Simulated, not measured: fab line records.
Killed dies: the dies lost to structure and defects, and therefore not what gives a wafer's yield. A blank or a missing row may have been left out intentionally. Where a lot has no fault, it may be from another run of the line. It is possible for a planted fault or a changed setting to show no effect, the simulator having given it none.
The same fault as seen by 2 desks -- flow berkeley-cmos170 -- each desk has only its own numbers; what lay behind them comes last

METROLOGY DESK
What the gauges read for every lot (on any tool): the sampled wafers with a number, averaged. Any lot whose mean is over 4 standard deviations away from the usual mean is out of limits and marked OUT; that distance is given in the brackets.
Columns: A = M1_AL_RS at UCB170_M1_RS_MEAS_01, usual 0.0483 ohm/sq; B = M1_AL_THK at UCB170_M1_THK_MEAS_02, usual 604 nm; C = cd-nm at UCB170_M1_CD_MEAS_09, usual 699.9 nm; D = M1_OVL at UCB170_M1_OVL_MEAS_10, usual 0 nm
lot,first seen here,A,B,C,D
L509,day 8 05:26,0.0482,608,700.3,-0
L508,day 8 05:42,0.0484,604,701.7,-10
L518,day 10 07:19,0.0489,596,702.3,-7
L517,day 10 11:29,0.0480,609,700.6,0
L522,day 10 15:27,0.0489,601,698.0,3
L520,day 10 17:25,0.0482,607,701.8,-0
This desk found nothing out of limits on any of the 6 lots.

AT THE TOOL OWNER'S DESK: rie-metal-04
The tool's own readings at UCB170_M1_METAL_ETCH_12 (etches Al in Cl2/BCl3, stops on PSG, target depth 780 nm, time 130 s): means of the sampled wafers that have a number, for each lot that ran on this tool. Any lot whose mean is over 4 standard deviations away from the usual mean is out of limits and marked OUT; that distance is given in the brackets.
Columns: A = bias-w at UCB170_M1_METAL_ETCH_12, usual 120.0 W; B = drypump-motor-current-A at UCB170_M1_METAL_ETCH_12, usual 5.6 A; C = oes-product-au at UCB170_M1_METAL_ETCH_12, usual 0.853 a.u.; D = throttle-valve-pct at UCB170_M1_METAL_ETCH_12, usual 24.42 %
lot,first seen here,A,B,C,D
L509,day 8 07:48,120.1,6.0,0.858,24.31
L518,day 10 08:38,148.0 (+82) OUT,5.5,0.852,24.43
L517,day 10 13:44,134.3 (+42) OUT,5.7,0.858,24.36
This desk's finding: out of limits on L517, L518; first on L518, day 10 08:38 (bias-w at UCB170_M1_METAL_ETCH_12). Within limits: L509.

PUT TOGETHER
The tool owner's desk had the chance to raise an alarm at day 10 08:38 on L517, L518.
The metrology desk saw nothing out of limits.
The metrology desk has L517, L518 on record, within its limits.
Of the lots named, all ran UCB170_M1_METAL_ETCH_12 on rie-metal-04.

WHAT THE SIMULATOR HAD PUT IN
rie-metal-04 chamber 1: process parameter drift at UCB170_M1_METAL_ETCH_12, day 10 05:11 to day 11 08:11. The setting bias-w was moved by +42, starting from 120. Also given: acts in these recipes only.
Shown lots that were struck: L517, L518.
Delay in hours, fault start to first out-of-limits reading, by desk: the tool owner's desk at 3.
